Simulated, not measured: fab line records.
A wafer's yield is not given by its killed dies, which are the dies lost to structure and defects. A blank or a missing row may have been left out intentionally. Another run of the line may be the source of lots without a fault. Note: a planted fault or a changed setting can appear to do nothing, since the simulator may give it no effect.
fab line records	flow berkeley_cmos170
record: lots: 14	wafers: 42	last_day: 12
route steps=331 shown START@3 ACTIVE@73 CONTACT@222
lots with no fault: from the same line, run without faults
start_h: hours from the record's first day to the start of the lot's first wafer shown	wait_h: hours since the lot's step before	" as in the row above	L1.1+2: a row that stands for several wafers	- no value present, or no start provided	* or withheld: withheld	< > ~ a bound
route shown NAME@n: NAME is a module with steps in the file, n the number in the route of the first one	usual: mean/standard deviation of fault-free wafers	same: alike in all rows	chamber/n: place in a boat	sites: the reading at each site	_std_site: the values' standard deviation	_edge_site: the outer-site mean with the inner-site mean subtracted	radius_mm: how far each site lies from the wafer's centre	mask NAME#n: copy n	behind: tool/chamber where the wafer was last shaped	hold: cause of the lot's hold/its duration in hours/its outcome	device: which transistor (n, p or np) failed to switch	end of line: the tests these same wafers got at the end of their route	where a step has no rows: the recipe by itself	killed: count of dies lost to structure and defects at first sort (not the wafer's yield)	map: a wafer's dies, marking killed ones x, the rest . and places with no die _
set.NAME: the run value of the setting; set.NAME@STEP: its run value at that earlier step	model.NAME: the simulator's own value behind a step, which no gauge read
steps of the route over a sample of lots; a table a step, a row a wafer
services: when a tool's chamber went out of use (start_h, in hours from the record's first day, below 0 if earlier), for how many hours, and the reason
== steps ==
step: UCB170_START_OXIDATION_02
recipe: temp_c: 950	ambient: O2	target_thk_a: 200	ox_time_s: 1800
usual: ox_time_s: 1800/0	zone_power_centre_pct: 45.2/1.5
lot.wafer	tool	chamber	start_h	wait_h	ox_time_s	zone_power_centre_pct
L949.2	furnace-01	0	14.03	1.2	1800	48.1
L949.4	"	0	"	"	1800	47.2
L949.6	"	0	"	"	1800	47.7
L950.2	furnace-02	0	16.12	1.0	1800	43.2
L950.3	"	0	"	"	1800	43.2
L950.5	"	0	"	"	1800	43.7
L952.2	furnace-03	0	26.96	0.0	1800	45.7
L952.4	"	0	"	"	1800	45.8
L952.6	"	0	"	"	1800	45.5
L953.1	furnace-02	0	32.48	2.3	1800	43.4
L953.2	"	0	"	"	1800	43.4
L953.3	"	0	"	"	1800	43.0
L954.1	furnace-01	0	37.68	2.5	1800	46.9
L954.2	"	0	"	"	1800	47.2
L954.5	"	0	"	"	1800	47.6
L955.1	furnace-03	0	41.99	1.8	1800	45.5
L955.4	"	0	"	"	1800	45.5
L955.5	"	0	"	"	1800	45.6
L956.1	furnace-02	0	47.33	2.1	1800	43.5
L956.2	"	0	"	"	1800	43.0
L956.6	"	0	"	"	1800	42.9
L957.1	furnace-03	0	53.09	1.8	1800	46.0
L957.4	"	0	"	"	1800	45.9
L957.6	"	0	"	"	1800	44.8
L958.1	furnace-03	0	58.94	3.7	1800	45.8
L958.3	"	0	"	"	1800	45.4
L958.5	"	0	"	"	1800	45.1
L960.1	furnace-03	0	69.69	4.4	1440	45.9
L960.2	"	0	"	"	1440	45.8
L960.3	"	0	"	"	1440	45.4
L962.1	furnace-03	0	77.69	2.5	1440	45.2
L962.3	"	0	"	"	1440	46.2
L962.4	"	0	"	"	1440	45.4
L966.2	furnace-02	0	96.61	1.5	1800	43.7
L966.3	"	0	"	"	1800	43.8
L966.6	"	0	"	"	1800	43.7
L971.2	furnace-02	0	123.38	3.1	1800	43.4
L971.3	"	0	"	"	1800	43.8
L971.4	"	0	"	"	1800	43.2
L972.3	furnace-01	0	128.16	3.0	1800	47.2
L972.4	"	0	"	"	1800	47.0
L972.5	"	0	"	"	1800	46.7
step: UCB170_START_THK_MEAS_03
recipe: reads: SiO2_of_START_OXIDATION_02
usual: START_OXIDE_THK: 20.1/0.42
lot.wafer	tool	chamber	start_h	wait_h	START_OXIDE_THK[nm]
L949.2	film_metro-03	-	15.54	0.0	20.4
L949.4	"	-	"	"	20.5
L949.6	"	-	"	"	20.5
L950.2	film_metro-01	-	17.63	0.0	19.4
L950.3	"	-	"	"	19.5
L950.5	"	-	"	"	19.3
L952.2	film_metro-03	-	28.47	0.0	20.9
L952.4	"	-	"	"	20.7
L952.6	"	-	"	"	21.2
L953.1	film_metro-01	-	33.98	0.0	20.0
L953.2	"	-	"	"	20.1
L953.3	"	-	"	"	19.5
L954.1	film_metro-03	-	39.18	0.0	20.3
L954.2	"	-	"	"	20.0
L954.5	"	-	"	"	20.3
L955.1	film_metro-04	-	43.49	0.0	20.5
L955.4	"	-	"	"	20.7
L955.5	"	-	"	"	20.6
L956.1	film_metro-03	-	48.83	0.0	20.4
L956.2	"	-	"	"	20.1
L956.6	"	-	"	"	20.2
L957.1	film_metro-01	-	54.59	0.0	20.0
L957.4	"	-	"	"	19.5
L957.6	"	-	"	"	19.7
L958.1	film_metro-04	-	60.44	0.0	19.9
L958.3	"	-	"	"	19.8
L958.5	"	-	"	"	20.0
L960.1	film_metro-03	-	71.19	0.0	17.6
L960.2	"	-	"	"	17.4
L960.3	"	-	"	"	17.2
L962.1	film_metro-01	-	79.19	0.0	17.9
L962.3	"	-	"	"	17.7
L962.4	"	-	"	"	17.8
L966.2	film_metro-04	-	98.12	0.0	20.5
L966.3	"	-	"	"	20.2
L966.6	"	-	"	"	20.1
L971.2	film_metro-04	-	124.89	0.0	19.9
L971.3	"	-	"	"	20.2
L971.4	"	-	"	"	19.8
L972.3	film_metro-04	-	129.68	0.0	19.7
L972.4	"	-	"	"	19.8
L972.5	"	-	"	"	19.8
step: UCB170_ACTIVE_CD_MEAS_13
recipe: target_cd_nm: 1200
usual: cd_nm: 1199.6/1.4
lot.wafer	tool	chamber	start_h	wait_h	cd_nm
L949.2	cd_sem-02	-	75.92	-	1198.3
L949.4	"	-	"	"	1199.1
L949.6	"	-	"	"	1199.3
L950.2	cd_sem-01	-	76.20	-	1200.1
L950.3	"	-	"	"	1201.2
L950.5	"	-	"	"	1199.6
L952.2	cd_sem-01	-	90.58	-	1198.7
L952.4	"	-	"	"	1199.8
L952.6	"	-	"	"	1199.5
L953.1	cd_sem-01	-	90.97	-	1200.3
L953.2	"	-	"	"	1200.2
L953.3	"	-	"	"	1200.4
L954.1	cd_sem-02	-	101.67	-	1201.1
L954.2	"	-	"	"	1200.8
L954.5	"	-	"	"	1200.8
L955.1	cd_sem-01	-	105.75	-	1200.1
L955.4	"	-	"	"	1200.0
L955.5	"	-	"	"	1201.2
L956.1	cd_sem-02	-	111.81	-	1201.1
L956.2	"	-	"	"	1199.4
L956.6	"	-	"	"	1200.8
L957.1	cd_sem-01	-	117.64	-	1196.9
L957.4	"	-	"	"	1197.9
L957.6	"	-	"	"	1197.7
L958.1	cd_sem-01	-	124.30	-	1200.6
L958.3	"	-	"	"	1200.2
L958.5	"	-	"	"	1201.4
L960.1	cd_sem-01	-	133.80	-	1199.6
L960.2	"	-	"	"	1199.5
L960.3	"	-	"	"	1198.9
L962.1	cd_sem-02	-	141.42	-	1197.0
L962.3	"	-	"	"	1197.3
L962.4	"	-	"	"	1196.9
L966.2	cd_sem-01	-	158.64	-	1197.5
L966.3	"	-	"	"	1197.2
L966.6	"	-	"	"	1198.2
L971.2	cd_sem-02	-	189.60	-	1200.9
L971.3	"	-	"	"	1200.3
L971.4	"	-	"	"	1199.7
L972.3	cd_sem-01	-	192.07	-	1200.9
L972.4	"	-	"	"	1200.1
L972.5	"	-	"	"	1200.3
step: UCB170_CONTACT_STRIP_06
recipe: chemistry: O2	power_w: 400	pressure_mtorr: 3500	platen_temp_c: withheld	o2_flow_sccm: 400	overash_fraction: 0.5
usual: drypump_motor_current_A: 5.8/0.4	oes_product_au: 0.735/0.0045	strip_time_to_endpoint_s: 21.97/0.063
lot.wafer	tool	chamber	start_h	wait_h	drypump_motor_current_A	oes_product_au	rf_hours_counter_h	strip_time_to_endpoint_s
L949.2	plasma_asher-04	1	137.41	0.1	5.5	0.734	39	21.92
L949.4	"	0	"	"	5.4	0.734	-	21.93
L949.6	"	1	"	"	5.5	0.735	-	21.96
L950.2	plasma_asher-02	0	139.21	0.1	6.5	0.727	50	21.88
L950.3	"	0	"	"	6.5	0.728	-	21.91
L950.5	"	0	"	"	6.5	0.730	-	21.95
L953.1	plasma_asher-02	0	153.22	0.1	6.5	0.730	51	21.99
L953.2	"	1	"	"	5.8	0.733	51	21.99
L953.3	"	0	"	"	6.5	0.731	-	21.99
L952.2	plasma_asher-04	1	154.98	0.1	5.5	0.738	40	21.90
L952.4	"	0	"	"	5.4	0.741	-	21.90
L952.6	"	0	"	"	5.4	0.730	-	21.91
L954.1	plasma_asher-04	0	167.32	0.1	5.4	0.738	41	21.95
L954.2	"	1	"	"	5.5	0.735	41	21.95
L954.5	"	1	"	"	5.5	0.739	-	21.98
L955.1	plasma_asher-02	1	167.32	0.1	5.8	0.732	53	21.94
L955.4	"	1	"	"	5.8	0.724	-	21.96
L955.5	"	1	"	"	5.8	0.741	-	21.91
L956.1	plasma_asher-02	0	178.99	0.1	6.5	0.733	54	21.94
L956.2	"	1	"	"	5.7	0.727	54	22.00
L956.6	"	0	"	"	6.5	0.732	-	22.00
L957.1	plasma_asher-04	1	192.99	0.1	5.5	0.730	44	21.96
L957.4	"	1	"	"	5.5	0.739	-	21.98
L957.6	"	1	"	"	5.5	0.728	-	21.97
L958.1	plasma_asher-02	0	192.99	0.1	6.5	0.736	55	21.94
L958.3	"	1	"	"	5.7	0.734	-	22.02
L958.5	"	1	"	"	5.7	0.742	-	22.01
L960.1	plasma_asher-04	1	201.63	0.1	5.5	0.736	45	21.95
L960.2	"	0	"	"	5.4	0.737	45	22.01
L960.3	"	0	"	"	5.3	0.733	-	22.07
L962.1	plasma_asher-04	0	211.76	0.1	5.3	0.731	46	21.83
L962.3	"	0	"	"	5.3	0.742	-	21.88
L962.4	"	1	"	"	5.5	0.735	-	21.83
L966.2	plasma_asher-03	1	229.76	0.1	5.5	0.740	47	22.12
L966.3	"	1	"	"	5.5	0.731	-	22.03
L966.6	"	0	"	"	5.7	0.740	-	21.99
L971.2	plasma_asher-02	0	254.45	0.1	6.5	0.735	62	21.95
L971.3	"	0	"	"	6.5	0.738	-	21.92
L971.4	"	1	"	"	5.8	0.739	-	21.93
L972.3	plasma_asher-03	0	267.55	0.1	5.6	0.731	-	22.06
L972.4	"	1	"	"	5.5	0.740	-	22.03
L972.5	"	1	"	"	5.5	0.731	-	22.09
step: UCB170_CONTACT_ETCH_18
recipe: chemistry: CHF3/CF4/Ar	target: PSG	stop_on: TiSi2	CHF3_flow_sccm: 45	cf4_flow_sccm: 15	Ar_flow_sccm: 150	pressure_mtorr: 200	rf_w: 700	target_depth_a: 8400	over_etch_frac: 0.2	time_s: 195
usual: drypump_motor_current_A: 5.8/0.45	oes_product_au: 0.891/0.014	throttle_valve_pct: 7.01/0.1
lot.wafer	tool	chamber	start_h	wait_h	drypump_motor_current_A	oes_product_au	rf_hours_counter_h	throttle_valve_pct
L949.2	rie_diel-04	2	-	-	4.7	0.871	2	6.87
L949.4	"	3	"	"	5.9	0.875	0	6.90
L949.6	"	3	"	"	5.9	0.881	-	6.92
L950.2	rie_diel-02	2	-	-	5.9	0.889	54	7.12
L950.3	"	0	"	"	5.4	0.896	156	7.08
L950.5	"	3	"	"	5.9	0.886	-	6.98
L953.1	rie_diel-02	1	-	-	5.4	0.878	4	7.02
L953.2	"	2	"	"	5.9	0.881	54	7.09
L953.3	"	3	"	"	5.9	0.880	5	6.99
L952.2	rie_diel-02	1	-	-	5.4	0.886	5	7.01
L952.4	"	3	"	"	5.9	0.880	-	7.00
L952.6	"	2	"	"	5.9	0.888	-	7.10
L954.1	rie_diel-02	0	-	-	5.4	0.915	0	7.10
L954.2	"	3	"	"	5.9	0.899	6	6.99
L954.5	"	0	"	"	5.4	0.926	-	7.08
L955.1	rie_diel-04	0	-	-	6.4	0.904	32	7.17
L955.4	"	3	"	"	5.9	0.882	2	6.90
L955.5	"	3	"	"	5.9	0.884	-	6.90
L956.1	rie_diel-04	0	-	-	6.4	0.895	32	7.16
L956.2	"	2	"	"	4.7	0.874	3	6.86
L956.6	"	3	"	"	5.9	0.890	-	6.92
L958.1	rie_diel-02	1	-	-	5.4	0.875	6	7.02
L958.3	"	3	"	"	5.9	0.890	7	6.98
L958.5	"	2	"	"	5.8	0.884	-	7.10
L957.1	rie_diel-04	0	-	-	6.4	0.897	33	7.16
L957.4	"	2	"	"	4.7	0.874	4	6.88
L957.6	"	3	"	"	5.9	0.894	-	6.91
L960.1	rie_diel-02	3	-	-	6.0	0.892	8	6.98
L960.2	"	1	"	"	5.4	0.886	6	7.01
L960.3	"	2	"	"	5.9	0.884	56	7.11
L962.1	rie_diel-03	3	-	-	6.5	0.908	101	7.08
L962.3	"	1	"	"	6.1	0.901	75	6.87
L962.4	"	0	"	"	6.3	0.891	127	6.99
L966.2	rie_diel-02	3	-	-	5.9	0.889	9	6.99
L966.3	"	2	"	"	5.9	0.877	58	7.11
L966.6	"	1	"	"	5.5	0.874	-	7.02
L971.2	rie_diel-03	2	-	-	5.2	0.873	6	7.12
L971.3	"	1	"	"	6.1	0.890	77	6.85
L971.4	"	2	"	"	5.2	0.879	-	7.11
L972.3	rie_diel-02	0	-	-	5.4	0.930	5	7.09
L972.4	"	1	"	"	5.4	0.894	10	7.03
L972.5	"	1	"	"	5.4	0.889	-	7.03
== services ==
tool	chamber	start_h	hours	kind
furnace-03	-	-3.35	2.4	pm
furnace-01	-	7.53	3.8	pm
rie_diel-04	1	9.98	9.4	repair
rie_diel-02	2	18.20	6.9	repair
rie_diel-02	0	21.56	6.4	repair
furnace-02	-	59.23	3.6	pm
rie_diel-02	-	61.18	2.0	repair
furnace-02	-	62.87	4.3	pm
furnace-01	-	73.46	0.8	pm
furnace-01	-	78.24	3.9	pm
plasma_asher-04	-	93.20	4.0	repair
rie_diel-02	2	101.81	34.6	repair
rie_diel-04	2	112.64	2.5	repair
rie_diel-04	2	142.40	5.3	repair
rie_diel-04	-	149.81	0.8	repair
furnace-01	-	175.10	3.9	pm
rie_diel-02	1	184.23	4.2	repair
furnace-03	-	209.28	22.8	repair
rie_diel-04	2	223.90	8.4	repair
plasma_asher-04	-	246.77	4.5	repair
furnace-03	-	251.04	2.5	pm
furnace-03	-	258.10	14.4	pm
plasma_asher-02	-	266.27	1.8	repair
rie_diel-04	1	267.31	4.9	repair
== key ==
first_sign: step: UCB170_START_OXIDATION_02	reading: ox_time_s	direction: down	sigmas: 99+	usual: *	struck: *
effect: step: UCB170_START_THK_MEAS_03	reading: START_OXIDE_THK	direction: down	sigmas: 6	usual: 20.1	struck: 17.6
met_at UCB170_START_OXIDATION_02
struck_lots L960,L962
tester_left_out L960,L962
not_acting_at UCB170_ACTIVE_CD_MEAS_13,UCB170_CONTACT_STRIP_06,UCB170_CONTACT_ETCH_18
onset_between 58.94 69.69
fault: kind: process_parameter_drift	tool: furnace-03	chamber: -	onset_h: 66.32	steps: UCB170_START_OXIDATION_02	channel: ox_time_s	offset: *	shape: step	end_h: 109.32	acts_in: *	stated: *
tester_left_out: of these lots the tester's yield and bins aren't shown, on N5 and GAA mostly nor the transistor test; their killed dies are dies lost to structure and defects alone, not to doping, threshold or leakage, so they don't give the yield
